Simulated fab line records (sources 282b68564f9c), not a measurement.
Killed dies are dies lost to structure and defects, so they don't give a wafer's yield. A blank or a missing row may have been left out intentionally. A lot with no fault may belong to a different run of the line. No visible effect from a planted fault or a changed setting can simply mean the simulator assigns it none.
Code-filled problem report in 8D (eight disciplines) form ; flow rit-cmos ; the parts of the form that need people (team, actions taken, sign-off) are left out

== 1. WHAT WENT WRONG ==
Wafers free of any fault read 47.7 ohm/sq (standard deviation 0.67) for SILICIDE_TI_RS at RIT_SILICIDE_RS_MEAS_02, against a mean of 40.9 ohm/sq on 6 wafers of 2 lots. That puts it -10 standard deviations away from the usual mean.
The step: measures by four-point-probe.
Seen first at day 5 10:14 on film-metro-03, wafer L860.4. The record has a number at this step for 39 wafers belonging to 13 lots. Rule for "out" (also "out of limits"): further than 4 standard deviations from the usual mean. All remaining wafers that have a number are taken as sound.

== 2. WHAT IT IS AND WHAT IT IS NOT ==
question;is;is not
which readings at this step;SILICIDE_TI_RS;-
which lots;L860, L862;L851, L852, L853, L855, L856, L863, L865, L867, L869, L871, L873
which wafers of those lots;all that have a number;-
read on which gauges;film-metro-03;film-metro-02, film-metro-04
when;from day 5 10:14;"up to then (15 sound wafers); but 18 sound wafers of L863, L865, L867, L869, L871, L873 came after"

== 3. THE SUSPECTS, EACH WITH WHAT RULES IT OUT ==
Counting: any tool at a process step up to the reading is kept as a suspect provided that every lot that is out went through it and no sound lot did after the first of them.
- the gauge at RIT_SILICIDE_RS_MEAS_02: kept. All the wafers that are out were read on film-metro-03, and no step on other tools shows them out.
- pvd-sputter-04 at RIT_SILICIDE_SPUTTER_01 (material Ti, target thk 30 nm, time 240 s): kept. Every lot that is out went through it, starting with L860 (day 5 10:01), and after that it ran no sound lot; the last sound lot it ran before then is L855 (day 4 06:30).
What counting leaves: pvd-sputter-04 at RIT_SILICIDE_SPUTTER_01 and film-metro-03 at RIT_SILICIDE_RS_MEAS_02.

== 4. THE CAUSE (what the simulator had put in) ==
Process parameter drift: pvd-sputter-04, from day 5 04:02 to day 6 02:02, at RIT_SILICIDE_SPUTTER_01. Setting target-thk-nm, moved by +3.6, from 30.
Of the 2 suspects that counting leaves, this tool is one.

== 5. THE EFFECT CHAIN, in route order ==
One row per reading whose mean, taken over the struck wafers that have a number, lies over 3 standard deviations from the usual. Scope: only readings with a usual standard deviation given in the record; hours: median across lots of the time from each lot's start at the first step in this table that gives one to its start at this step; sigmas: change in usual standard deviations.
hours;step;reading;usual;on struck wafers;change;sigmas
0;RIT_SILICIDE_RS_MEAS_02;SILICIDE_TI_RS;47.7 ohm/sq;40.9;-6.9;-10
0;RIT_SILICIDE_THK_MEAS_03;SILICIDE_TI_THK;30.0 nm;34.0;+4.0;+11
Later measuring or inspecting steps at which every struck wafer that the step has a row for has a number for every such reading, and none has moved that far: RIT_CONTACT_OVL_MEAS_09.

== 6. HOW IT WOULD HAVE BEEN CAUGHT EARLIER ==
The first out-of-limits reading at a measuring or inspecting step in this record came at day 5 10:14, 6 hours after the fault's start at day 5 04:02.
Of the tool readings at RIT_SILICIDE_SPUTTER_01 for which the record gives a usual standard deviation, none was out on any struck wafer, so an alarm limit of 4 standard deviations on them would not have fired.
L862, from the lots that are out (2), started RIT_SILICIDE_SPUTTER_01 on pvd-sputter-04 later than day 5 10:14. It would have been spared by a hold on the tool at that moment.
